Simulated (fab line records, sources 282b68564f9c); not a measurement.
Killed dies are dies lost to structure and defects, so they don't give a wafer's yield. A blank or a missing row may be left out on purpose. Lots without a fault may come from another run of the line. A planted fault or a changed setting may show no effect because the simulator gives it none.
Split-lot experiment | flow rit_cmos | 5 lots, 23 wafers read, on a route of 202 steps

THE SPLIT
At RIT_NLDD_SOFTBAKE_02 (time 60 s), the setting temp_c was moved away from the recipe's 90 C on 9 of the 23 wafers read, by -3.9% to -1.5%. The other wafers ran this setting at the recipe's value.

FROM THE SPLIT TO THE READING: what the file shows between them, 2 steps
- RIT_NLDD_EXPOSE_03: exposes mask M7, target cd 40700 nm
- RIT_NLDD_PEB_04

THE READING
NOVOLAK_of_NLDD_COAT_01.thk_nm (the simulator's own value, which no gauge read), in nm, at RIT_NLDD_DEVELOP_05 (develop time 50 s). The file gives no usual value for it. The 14 wafers here that ran the recipe average 999.4 nm, standard deviation 1.7 nm.

wafer  | tool, chamber at the split | temp_c as run, C | against the recipe | NOVOLAK_of_NLDD_COAT_01.thk_nm, nm | against lot-mates on the recipe
L078.2 | litho_track-02, 0          | 90               | recipe             | 996                                | -
L078.3 | litho_track-02, 0          | 90               | recipe             | 998.9                              | -
L078.4 | litho_track-02, 0          | 90               | recipe             | 997.2                              | -
L078.5 | litho_track-02, 0          | 87.44            | -2.8%              | 1007                               | +9.6
L078.6 | litho_track-02, 0          | 87.44            | -2.8%              | 1004                               | +6.6
L080.1 | litho_track-01, 0          | 90               | recipe             | 1001                               | -
L080.5 | litho_track-01, 0          | 90               | recipe             | 1001                               | -
L080.4 | litho_track-01, 0          | 90               | recipe             | 998.6                              | -
L081.1 | litho_track-01, 0          | 88.67            | -1.5%              | 1006                               | +5.0
L081.2 | litho_track-01, 0          | 88.67            | -1.5%              | 1005                               | +4.0
L081.3 | litho_track-01, 0          | 90               | recipe             | 1001                               | -
L081.4 | litho_track-01, 0          | 90               | recipe             | 1000                               | -
L081.5 | litho_track-01, 0          | 90               | recipe             | 1002                               | -
L082.1 | litho_track-04, 0          | 90               | recipe             | 999.9                              | -
L082.2 | litho_track-04, 0          | 86.48            | -3.9%              | 1010                               | +9.7
L082.4 | litho_track-04, 0          | 86.48            | -3.9%              | 1010                               | +9.7
L082.5 | litho_track-04, 0          | 90               | recipe             | 1001                               | -
L082.6 | litho_track-04, 0          | 90               | recipe             | 1000                               | -
L085.1 | litho_track-04, 0          | 86.51            | -3.9%              | 1008                               | +10.4
L085.6 | litho_track-04, 0          | 86.51            | -3.9%              | 1008                               | +10.4
L085.2 | litho_track-04, 0          | 86.51            | -3.9%              | 1006                               | +8.4
L085.4 | litho_track-04, 0          | 90               | recipe             | 997.8                              | -
L085.5 | litho_track-04, 0          | 90               | recipe             | 997.4                              | -

THE FIT
A straight line over all 23 wafers: NOVOLAK_of_NLDD_COAT_01.thk_nm changes by -2.31 nm for each +1% of temp_c; r = -0.91; the points scatter about the line by 1.8 nm.
The same after taking each lot's own level away (the mean of its wafers on the recipe; 23 wafers): -2.56 nm for each +1%; r = -0.97; scatter 1 nm.
On that fit, the largest move of temp_c shifts the reading by 10 nm.
The lots' own levels span 997.37 to 1001.00 nm, that is 2.1 times the standard deviation above.
So the lot-to-lot level changes the slope little: the two slopes agree.
Check: with one of the wafers moved furthest among these (-3.9%) left out of the fit, the line predicts +10.2 nm for it against its lot-mates. It came out at +9.7 nm against them.

OTHER SPLITS ON THESE WAFERS
These wafers also went through other splits before the reading. Each is held against what the fit with the lots' levels taken away leaves over:
other split on the same wafers     | wafers away from the commonest value | r with NOVOLAK_of_NLDD_COAT_01.thk_nm (lot level and that fit taken away)
RIT_GATE_DEVELOP_15 develop_time_s | 6                                    | +0.01
RIT_REOX_OXIDATION_03 ox_time_s    | 18                                   | +0.08

THE FILE'S OWN FIT
NOVOLAK_of_NLDD_COAT_01.thk_nm changes by -2.55 nm for each +1% of temp_c, r = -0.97.
